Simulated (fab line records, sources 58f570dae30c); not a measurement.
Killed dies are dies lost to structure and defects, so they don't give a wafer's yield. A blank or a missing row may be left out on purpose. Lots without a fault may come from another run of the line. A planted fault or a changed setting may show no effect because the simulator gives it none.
Which tool did it? | flow berkeley_cmos170 | 7 lots, 21 wafers sampled, at 2 steps of a route of 331

WHAT THE GAUGES READ, wafer by wafer
UCB170_ACTIVE_OVL_MEAS_14.
lot  | measured    | on         | ACTIVE_OVL (nm)
L560 | day 5 00:28 | overlay-02 | -2 -5 -6
L561 | day 5 07:41 | overlay-02 | 9 1 -1
L565 | day 6 01:07 | overlay-02 | -1 7 4
L569 | day 6 11:46 | overlay-02 | -7 5 -7
L573 | day 7 08:08 | overlay-01 | 0 3 -1
L576 | day 7 21:10 | overlay-02 | 4 -2 -2
L581 | day 8 16:00 | overlay-01 | -1 -6 -3

WHICH TOOL RAN EACH LOT (tool, then ch and the chambers of the sampled wafers, then the start)
lot  | UCB170_PWELL_ETCH_14
L560 | rie_diel-04 ch 1,2, day 3 22:47
L561 | rie_diel-04 ch 1,2,3, day 4 00:52
L565 | rie_diel-04 ch 1,2,3, day 4 23:13
L569 | rie_diel-02 ch 1,2,3, day 5 04:25
L573 | rie_diel-02 ch 0,1,2, day 6 06:38
L576 | rie_diel-01 ch 0,1, day 6 14:55
L581 | rie_diel-02 ch 0,3, day 7 12:10
- UCB170_PWELL_ETCH_14: etches Si3N4 in CH3F/Ar/O2, stops on SiO2, target depth 242 nm, time 151 s.

THE ANSWER, worked out from the rows above alone
Rule: what is usual is taken from the lots themselves. Put in order of their means at a reading, lots are off if they are a third of the lots or fewer, leave a main group of 4 or more, and stand apart from it by a gap of 3 or more times the standard deviation of the main group's means; of several such gaps the widest counts. A main group whose means are all the same, to the digits that the tables above print for the reading, isn't used. A lot without any number at a reading at which 4 lots or more have one is off too. The other lots that the step has rows for count as sound.
No lot is off at any reading shown: from this, nothing can be told.

WHAT THE SIMULATOR HAD PUT IN
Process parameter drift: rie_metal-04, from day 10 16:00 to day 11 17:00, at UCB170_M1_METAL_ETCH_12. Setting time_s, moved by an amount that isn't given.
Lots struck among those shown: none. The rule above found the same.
